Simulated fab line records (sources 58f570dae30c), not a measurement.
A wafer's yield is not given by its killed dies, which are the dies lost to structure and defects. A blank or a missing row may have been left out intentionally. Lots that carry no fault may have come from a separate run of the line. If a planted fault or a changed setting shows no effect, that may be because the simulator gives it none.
fab line records	flow berkeley_cmos170
record lots=14	wafers=42	last_day=13
route steps=331 shown PLDD@155 BACKSIDE@200 M1@240 M2@286
lots that met no fault: taken from a fault-free run of the same line
start_h: hours from the record's first day to the start of the lot's first wafer shown	wait_h: how many hours have passed since the lot's step before this one	" repeats the value in the row above	L1.1+2: a row that stands for several wafers	- either no value or no given start	* or withheld: withheld	< > ~ a bound
route shown NAME@n: names a module that has steps shown in the file, with the first one's number in the route	usual: mean and standard deviation over wafers with no fault	same: alike in all rows	chamber/n: place in a boat	sites: the reading at each site	_std_site: standard deviation of those values	_edge_site: inner sites' mean taken away from outer sites' mean	radius_mm: how far each site lies from the wafer's centre	mask NAME#n: copy n	behind: the tool/chamber that last shaped the wafer	hold: why the lot went on hold/how many hours it stayed there/how the hold came to an end	device: which transistor (n, p or np) failed to switch	end of line: the tests these same wafers got at the end of their route	where a step has no rows: the recipe by itself	killed: dies that structure and defects cost at the first sort, which is not the same as the wafer's yield	map: shows each die of a wafer: x if killed, . if not, _ if none is there
set.NAME: the run value of the setting; set.NAME@STEP: its run value at that earlier step	model.NAME: the simulator's own value behind a step, which no gauge read
steps of the route over a sample of lots; a table a step, a row a wafer
## steps
# step UCB170_PLDD_STRIP_10
# recipe chemistry=O2	power_w=400	pressure_mtorr=3500	platen_temp_c=withheld	o2_flow_sccm=400	overash_fraction=0.5
# usual drypump_motor_current_A=5.7/0.43	oes_product_au=0.734/0.0046	strip_time_to_endpoint_s=21.62/0.075
lot.wafer	tool	chamber	start_h	wait_h	drypump_motor_current_A	oes_product_au	rf_hours_counter_h	strip_time_to_endpoint_s
L171.3	plasma_asher-02	0	144.78	0.1	6.2	0.736	-	21.63
L171.5	"	0	"	"	6.2	0.727	-	21.61
L171.6	"	1	"	"	5.5	0.731	-	21.62
L172.1	plasma_asher-02	0	145.78	0.1	6.2	0.737	45	21.67
L172.5	"	1	"	"	5.4	0.734	-	21.64
L172.6	"	0	"	"	6.2	0.737	-	21.62
L175.1	plasma_asher-02	0	156.72	0.1	6.2	0.741	47	21.64
L175.2	"	1	"	"	5.5	0.728	47	21.52
L175.4	"	0	"	"	6.2	0.734	-	21.56
L173.1	plasma_asher-03	1	156.99	0.1	6.4	0.741	36	21.63
L173.3	"	0	"	"	5.3	0.740	-	21.71
L173.6	"	1	"	"	6.5	0.736	-	21.67
L174.2	plasma_asher-02	1	157.06	0.1	5.4	0.727	47	21.65
L174.5	"	1	"	"	5.4	0.730	-	21.66
L174.6	"	0	"	"	6.2	0.733	-	21.74
L176.3	plasma_asher-02	1	178.40	0.1	5.4	0.740	-	21.61
L176.4	"	0	"	"	6.2	0.733	-	21.68
L176.5	"	1	"	"	5.4	0.731	-	21.62
L181.2	plasma_asher-03	1	213.20	0.1	6.4	0.731	42	21.62
L181.5	"	0	"	"	5.2	0.735	-	21.68
L181.6	"	1	"	"	6.4	0.734	-	21.69
L184.1	plasma_asher-03	0	221.84	0.1	5.2	0.744	43	21.53
L184.2	"	1	"	"	6.4	0.738	43	21.51
L184.6	"	1	"	"	6.4	0.742	-	21.52
L186.1	plasma_asher-04	1	222.12	0.1	5.5	0.733	11	21.63
L186.5	"	1	"	"	5.6	0.728	-	21.57
L186.6	"	0	"	"	5.4	0.741	-	21.64
L187.2	plasma_asher-03	1	240.13	0.1	6.4	0.729	44	21.67
L187.3	"	1	"	"	6.4	0.731	-	21.72
L187.6	"	1	"	"	6.4	0.743	-	21.70
L190.2	plasma_asher-02	0	240.62	0.1	6.2	0.739	55	21.61
L190.4	"	1	"	"	5.5	0.729	-	21.63
L190.6	"	1	"	"	5.5	0.727	-	21.62
L192.3	plasma_asher-04	0	251.86	0.1	5.3	0.739	-	21.63
L192.4	"	1	"	"	5.6	0.731	-	21.57
L192.6	"	1	"	"	5.6	0.727	-	21.72
L189.1	plasma_asher-02	1	252.02	0.1	5.4	0.736	56	21.55
L189.2	"	0	"	"	6.2	0.736	56	21.46
L189.3	"	1	"	"	5.4	0.734	-	21.45
L193.1	plasma_asher-04	0	266.91	0.1	5.4	0.735	16	21.61
L193.3	"	1	"	"	5.5	0.735	-	21.66
L193.4	"	0	"	"	5.4	0.728	-	21.60
# step UCB170_BACKSIDE_COAT_01
# recipe resist=KrF	spin_rpm=1500	resist_thk_nm=900
# usual spin_speed_rpm=1500.0/0.93
lot.wafer	tool	chamber	start_h	wait_h	spin_speed_rpm
L172.1	litho_track-03	0	161.03	0.1	1498.7
L172.5	"	0	"	"	1498.2
L172.6	"	0	"	"	1499.5
L171.3	litho_track-02	0	161.18	0.1	1501.8
L171.5	"	0	"	"	1501.0
L171.6	"	0	"	"	1500.0
L175.1	litho_track-04	0	168.38	0.1	1499.7
L175.2	"	0	"	"	1501.4
L175.4	"	0	"	"	1499.2
L174.2	litho_track-02	0	168.78	0.1	1499.7
L174.5	"	0	"	"	1500.1
L174.6	"	0	"	"	1499.7
L173.1	litho_track-04	0	169.10	0.1	1500.2
L173.3	"	0	"	"	1499.4
L173.6	"	0	"	"	1497.6
L176.3	litho_track-03	0	193.47	0.1	1500.3
L176.4	"	0	"	"	1499.8
L176.5	"	0	"	"	1499.8
L181.2	litho_track-02	0	226.47	0.1	1439.9
L181.5	"	0	"	"	1439.6
L181.6	"	0	"	"	1440.5
L184.1	litho_track-02	0	233.75	0.1	1437.5
L184.2	"	0	"	"	1437.3
L184.6	"	0	"	"	1438.2
L186.1	litho_track-03	0	234.13	0.1	1501.0
L186.5	"	0	"	"	1500.8
L186.6	"	0	"	"	1500.4
L190.2	litho_track-03	0	253.80	0.1	1501.1
L190.4	"	0	"	"	1500.4
L190.6	"	0	"	"	1500.0
L187.2	litho_track-03	0	254.53	0.1	1500.3
L187.3	"	0	"	"	1498.4
L187.6	"	0	"	"	1500.2
L192.3	litho_track-04	0	263.62	0.1	1499.3
L192.4	"	0	"	"	1499.5
L192.6	"	0	"	"	1500.4
L189.1	litho_track-04	0	264.02	0.1	1501.0
L189.2	"	0	"	"	1500.3
L189.3	"	0	"	"	1499.8
L193.1	litho_track-04	0	293.63	0.1	1499.3
L193.3	"	0	"	"	1498.9
L193.4	"	0	"	"	1499.1
# step UCB170_BACKSIDE_STRIP_03
# recipe chemistry=O2	power_w=400	pressure_mtorr=3500	platen_temp_c=withheld	o2_flow_sccm=400	overash_fraction=0.5
# usual drypump_motor_current_A=5.7/0.44	oes_product_au=0.734/0.0043	strip_time_to_endpoint_s=21.96/0.072
lot.wafer	tool	chamber	start_h	wait_h	drypump_motor_current_A	oes_product_au	rf_hours_counter_h	strip_time_to_endpoint_s
L172.1	plasma_asher-03	0	161.33	0.1	5.3	0.737	37	22.01
L172.5	"	0	"	"	5.3	0.737	-	22.03
L172.6	"	1	"	"	6.4	0.731	-	21.98
L171.3	plasma_asher-04	0	161.46	0.1	5.4	0.733	-	21.93
L171.5	"	0	"	"	5.4	0.733	-	21.82
L171.6	"	1	"	"	5.6	0.737	-	21.85
L175.1	plasma_asher-04	0	168.68	0.1	5.4	0.730	6	22.11
L175.2	"	1	"	"	5.6	0.734	6	22.06
L175.4	"	1	"	"	5.6	0.736	-	22.04
L174.2	plasma_asher-02	0	169.05	0.1	6.2	0.739	48	22.05
L174.5	"	0	"	"	6.2	0.734	-	22.00
L174.6	"	1	"	"	5.5	0.733	-	21.97
L173.1	plasma_asher-03	1	169.40	0.1	6.4	0.738	38	21.94
L173.3	"	1	"	"	6.4	0.735	-	22.09
L173.6	"	0	"	"	5.3	0.733	-	22.07
L176.3	plasma_asher-02	1	193.75	0.1	5.5	0.731	-	21.89
L176.4	"	0	"	"	6.2	0.731	-	21.85
L176.5	"	0	"	"	6.2	0.739	-	21.89
L181.2	plasma_asher-03	0	226.75	0.1	5.3	0.731	43	22.32
L181.5	"	0	"	"	5.3	0.742	-	22.34
L181.6	"	1	"	"	6.4	0.739	-	22.32
L184.1	plasma_asher-04	0	234.05	0.1	5.4	0.728	13	22.32
L184.2	"	1	"	"	5.6	0.732	13	22.37
L184.6	"	1	"	"	5.6	0.734	-	22.30
L186.1	plasma_asher-03	1	234.43	0.1	6.4	0.735	44	21.91
L186.5	"	0	"	"	5.3	0.736	-	21.95
L186.6	"	1	"	"	6.4	0.731	-	21.96
L190.2	plasma_asher-02	0	254.07	0.1	6.2	0.732	56	21.96
L190.4	"	0	"	"	6.2	0.738	-	22.02
L190.6	"	0	"	"	6.2	0.734	-	22.03
L187.2	plasma_asher-04	1	254.81	0.1	5.5	0.741	15	21.97
L187.3	"	1	"	"	5.5	0.732	-	21.92
L187.6	"	1	"	"	5.5	0.732	-	21.96
L192.3	plasma_asher-04	1	263.90	0.1	5.6	0.723	-	22.07
L192.4	"	0	"	"	5.4	0.739	-	22.01
L192.6	"	0	"	"	5.4	0.743	-	22.01
L189.1	plasma_asher-03	1	264.32	0.1	6.4	0.735	47	21.91
L189.2	"	0	"	"	5.3	0.734	47	22.01
L189.3	"	0	"	"	5.3	0.729	-	22.00
L193.1	plasma_asher-02	0	293.93	0.1	6.2	0.733	61	21.99
L193.3	"	0	"	"	6.2	0.738	-	21.94
L193.4	"	1	"	"	5.4	0.729	-	21.94
# step UCB170_M1_THK_MEAS_02
# recipe thk_meas_gauge=xrf	reads=Al_of_M1_SPUTTER_00
# usual M1_AL_THK=608/6.8
lot.wafer	tool	chamber	start_h	wait_h	M1_AL_THK[nm]
L171.3	film_metro-01	-	168.63	0.1	612
L171.5	"	-	"	"	614
L171.6	"	-	"	"	616
L172.1	film_metro-03	-	168.96	0.1	605
L172.5	"	-	"	"	600
L172.6	"	-	"	"	602
L175.1	film_metro-02	-	174.96	0.1	609
L175.2	"	-	"	"	615
L175.4	"	-	"	"	609
L174.2	film_metro-03	-	175.57	0.1	609
L174.5	"	-	"	"	606
L174.6	"	-	"	"	605
L173.1	film_metro-01	-	177.43	0.1	598
L173.3	"	-	"	"	599
L173.6	"	-	"	"	605
L176.3	film_metro-01	-	200.55	0.1	610
L176.4	"	-	"	"	609
L176.5	"	-	"	"	608
L181.2	film_metro-01	-	235.65	0.1	616
L181.5	"	-	"	"	611
L181.6	"	-	"	"	611
L184.1	film_metro-02	-	240.30	0.1	603
L184.2	"	-	"	"	606
L184.6	"	-	"	"	604
L186.1	film_metro-02	-	242.10	0.1	606
L186.5	"	-	"	"	604
L186.6	"	-	"	"	611
L190.2	film_metro-01	-	260.72	0.1	610
L190.4	"	-	"	"	620
L190.6	"	-	"	"	622
L187.2	film_metro-01	-	265.40	0.1	612
L187.3	"	-	"	"	614
L187.6	"	-	"	"	612
L192.3	film_metro-01	-	273.41	0.1	600
L192.4	"	-	"	"	604
L192.6	"	-	"	"	604
L189.1	film_metro-03	-	273.77	0.1	611
L189.2	"	-	"	"	612
L189.3	"	-	"	"	607
L193.1	film_metro-02	-	300.61	0.1	611
L193.3	"	-	"	"	612
L193.4	"	-	"	"	609
# step UCB170_M2_CD_MEAS_15
# recipe target_cd_nm=700
# usual cd_nm=699.7/1.4
lot.wafer	tool	chamber	start_h	wait_h	cd_nm
L171.3	cd_sem-01	-	176.78	-	698.8
L171.5	"	-	"	"	699.7
L171.6	"	-	"	"	700.2
L172.1	cd_sem-01	-	179.15	-	698.2
L172.5	"	-	"	"	701.5
L172.6	"	-	"	"	699.2
L175.1	cd_sem-02	-	183.00	-	697.3
L175.2	"	-	"	"	695.7
L175.4	"	-	"	"	696.8
L173.1	cd_sem-02	-	185.63	-	699.9
L173.3	"	-	"	"	700.9
L173.6	"	-	"	"	699.8
L174.2	cd_sem-02	-	185.93	-	702.8
L174.5	"	-	"	"	701.7
L174.6	"	-	"	"	701.7
L176.3	cd_sem-01	-	209.24	-	700.2
L176.4	"	-	"	"	699.7
L176.5	"	-	"	"	701.0
L181.2	cd_sem-01	-	245.65	-	700.9
L181.5	"	-	"	"	699.2
L181.6	"	-	"	"	701.9
L184.1	cd_sem-02	-	247.70	-	700.9
L184.2	"	-	"	"	700.7
L184.6	"	-	"	"	702.2
L186.1	cd_sem-01	-	250.65	-	699.0
L186.5	"	-	"	"	698.3
L186.6	"	-	"	"	698.9
L190.2	cd_sem-02	-	270.85	-	702.2
L190.4	"	-	"	"	700.4
L190.6	"	-	"	"	700.1
L187.2	cd_sem-02	-	280.05	-	696.4
L187.3	"	-	"	"	697.5
L187.6	"	-	"	"	697.8
L189.1	cd_sem-01	-	283.36	-	701.1
L189.2	"	-	"	"	698.9
L189.3	"	-	"	"	700.2
L192.3	cd_sem-02	-	283.52	-	698.8
L192.4	"	-	"	"	700.4
L192.6	"	-	"	"	700.5
L193.1	cd_sem-02	-	310.15	-	698.1
L193.3	"	-	"	"	698.7
L193.4	"	-	"	"	699.0
## key
first_sign step=UCB170_BACKSIDE_COAT_01	reading=spin_speed_rpm	direction=down	sigmas=66	usual=1500.0	struck=1438.8
effect step=UCB170_BACKSIDE_STRIP_03	reading=strip_time_to_endpoint_s	direction=up	sigmas=5.1	usual=*	struck=*
met_at UCB170_BACKSIDE_COAT_01
struck_lots L181,L184
tester_left_out L181,L184
not_acting_at UCB170_PLDD_STRIP_10,UCB170_M1_THK_MEAS_02,UCB170_M2_CD_MEAS_15
onset_between 168.78 226.47
fault kind=process_parameter_drift	tool=litho_track-02	chamber=-	onset_h=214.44	steps=UCB170_BACKSIDE_COAT_01	channel=spin_rpm	offset=-61.751	shape=step	end_h=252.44	acts_in=these_recipes_only	stated=1500
# tester_left_out: of these lots the tester's yield and bins aren't shown, on N5 and GAA mostly nor the transistor test; their killed dies are dies lost to structure and defects alone, not to doping, threshold or leakage, so they don't give the yield
